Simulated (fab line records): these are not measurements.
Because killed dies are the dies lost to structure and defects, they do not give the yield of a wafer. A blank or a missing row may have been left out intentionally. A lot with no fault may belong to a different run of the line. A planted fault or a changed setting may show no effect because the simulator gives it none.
One fault seen from 2 desks ; flow berkeley-cmos170 ; only its own numbers are on each desk; what lay behind them is given at the end

## FROM THE METROLOGY DESK
Means of the sampled wafers that have a number, per lot and without regard to the tool the lot ran on: this is what the gauges read. The brackets show how far a lot's mean lies from the usual mean; more than 4 standard deviations puts the lot out of limits, marked OUT.
Columns: A = NLDD_TW at UCB170_NLDD_TW_MEAS_11, usual 2228; B = SPACER_TEOS_THK at UCB170_SPACER_THK_MEAS_01, usual 375 nm; C = PSD_TW at UCB170_PSD_TW_MEAS_10, usual 2343; D = NLDD_RS at UCB170_SDANNEAL_RS_MEAS_05, usual 615.4 ohm/sq
lot;first seen here;A;B;C;D
L841;day 6 17:05;2214;385;2351;616.7
L843;day 6 18:43;2236;381;2347;616.5
L844;day 6 21:25;2226;371;2332;614.7
L845;day 7 07:09;2199;377;2354;616.2
L848;day 7 10:30;2203;376;2317;617.1
L847;day 7 11:03;2241;371;2314;614.4
L850;day 8 07:01;2235;381;2330;615.8
L849;day 8 07:17;2222;378;2347;615.4
L851;day 8 11:50;2235;377;2338;614.8
L854;day 9 00:25;2247;373;2357;616.5
L855;day 9 09:13;2203;377;2364;615.1
L858;day 10 02:47;2131 (-6.5) OUT;374;2357;693.6 (+56) OUT
L861;day 10 04:58;2141 (-5.8) OUT;374;2338;697.4 (+59) OUT
L862;day 10 09:10;2222;376;2348;614.6
This desk finds L858, L861 out of limits, with the earliest case on L858 at day 10 02:47 (NLDD_TW at UCB170_NLDD_TW_MEAS_11). In limits: L841, L843, L844, L845, L848, L847, L850, L849, L851, L854, L855, L862.

## FOR THE TOOL OWNER'S DESK: implanter-04
For each lot that ran on this tool, the mean over its sampled wafers that have a number, from the tool's own readings at UCB170_NLDD_IMPLANT_08. The brackets show how far a lot's mean lies from the usual mean; more than 4 standard deviations puts the lot out of limits, marked OUT.
Columns: A = dose-ions-cm2 at UCB170_NLDD_IMPLANT_08, usual 5e+13; B = faraday-current-uA at UCB170_NLDD_IMPLANT_08, usual 159
lot;first seen here;A;B
L841;day 6 16:43;5e+13;159
L843;day 6 18:19;5e+13;161
L844;day 6 21:01;5e+13;160
L848;day 7 10:07;5e+13;161
L849;day 8 06:53;5e+13;160
L855;day 9 08:49;5e+13;159
L858;day 10 02:23;3e+13 (-99 or more) OUT;107 (-17) OUT
L861;day 10 04:34;3e+13 (-99 or more) OUT;107 (-17) OUT
This desk finds L858, L861 out of limits, L858 being first, at day 10 02:23 (dose-ions-cm2 at UCB170_NLDD_IMPLANT_08). In limits: L841, L843, L844, L848, L849, L855.

## PUT TOGETHER
An alarm could have come from the tool owner's desk at day 10 02:23, on L858, L861.
At day 10 02:47 the metrology desk could have sounded an alarm, on L858, L861.
Of the lots named, all ran UCB170_NLDD_IMPLANT_08 on implanter-04.

## WHAT THE SIMULATOR HAD PUT IN
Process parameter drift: implanter-04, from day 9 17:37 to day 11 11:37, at UCB170_NLDD_IMPLANT_08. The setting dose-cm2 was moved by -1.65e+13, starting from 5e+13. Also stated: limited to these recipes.
Shown lots that were struck: L858, L861.
Delay (hours) between the fault's onset and each desk's first out-of-limits reading: 9 at the tool owner's desk, 9 at the metrology desk.
